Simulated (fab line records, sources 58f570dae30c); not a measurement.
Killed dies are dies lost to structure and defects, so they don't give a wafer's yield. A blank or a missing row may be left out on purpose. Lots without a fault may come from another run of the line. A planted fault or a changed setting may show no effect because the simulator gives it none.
Which tool did it? | flow berkeley_cmos170 | 7 lots, 21 wafers sampled, at 3 steps of a route of 331

WHAT THE GAUGES READ, wafer by wafer
UCB170_SPACER_THK_MEAS_01.
lot  | measured     | on            | SPACER_TEOS_THK (nm)
L212 | day 6 21:20  | film_metro-04 | 376 378 381
L215 | day 7 17:06  | film_metro-03 | 374 375 382
L218 | day 8 08:13  | film_metro-04 | 372 376 383
L220 | day 8 10:52  | film_metro-04 | 372 382 383
L224 | day 9 10:55  | film_metro-04 | 378 372 380
L226 | day 10 04:29 | film_metro-03 | 219 219 224 219 219 224
L228 | day 10 04:30 | film_metro-02 | 368 372 383

WHICH TOOL RAN EACH LOT (tool, then ch and the chambers of the sampled wafers, then the start)
lot  | UCB170_ZERO_STRIP_07                | UCB170_SPACER_CVD_00
L212 | plasma_asher-04 ch 0,1, day 2 10:31 | pecvd-04 ch 0,1, day 6 21:17
L215 | plasma_asher-02 ch 0,1, day 2 23:32 | pecvd-01 ch 0,1,2, day 7 16:59
L218 | plasma_asher-02 ch 0,1, day 3 16:50 | pecvd-01 ch 1,2, day 8 08:10
L220 | plasma_asher-02 ch 1, day 4 00:28   | pecvd-04 ch 0,1,2, day 8 10:49
L224 | plasma_asher-04 ch 0,1, day 4 18:53 | pecvd-01 ch 1,2, day 9 10:52
L226 | plasma_asher-02 ch 0,1, day 5 12:30 | pecvd-01 ch 0,2, day 10 04:27
L228 | plasma_asher-02 ch 1, day 5 22:41   | pecvd-04 ch 0,1, day 10 04:27
- UCB170_ZERO_STRIP_07: strips in O2.
- UCB170_SPACER_CVD_00: deposits SiO2 from TEOS/O2, target thk 376 nm, time 47 s.

THE ANSWER, worked out from the rows above alone
Rule: what is usual is taken from the lots themselves. Put in order of their means at a reading, lots are off if they are a third of the lots or fewer, leave a main group of 4 or more, and stand apart from it by a gap of 3 or more times the standard deviation of the main group's means; of several such gaps the widest counts. A main group whose means are all the same, to the digits that the tables above print for the reading, isn't used. A lot without any number at a reading at which 4 lots or more have one is off too. The other lots that the step has rows for count as sound.
Off: L226, at UCB170_SPACER_THK_MEAS_01 (SPACER_TEOS_THK). The main group: mean 377 nm, standard deviation 1.5.
A tool fits if, at a process step before that reading, it ran every lot that is off, and no sound lot after the first of them. The gauges at UCB170_SPACER_THK_MEAS_01 are tried like those tools. Can't be told from this: 2 tools fit, pecvd-01 at UCB170_SPACER_CVD_00, film_metro-03 at UCB170_SPACER_THK_MEAS_01.

WHAT THE SIMULATOR HAD PUT IN
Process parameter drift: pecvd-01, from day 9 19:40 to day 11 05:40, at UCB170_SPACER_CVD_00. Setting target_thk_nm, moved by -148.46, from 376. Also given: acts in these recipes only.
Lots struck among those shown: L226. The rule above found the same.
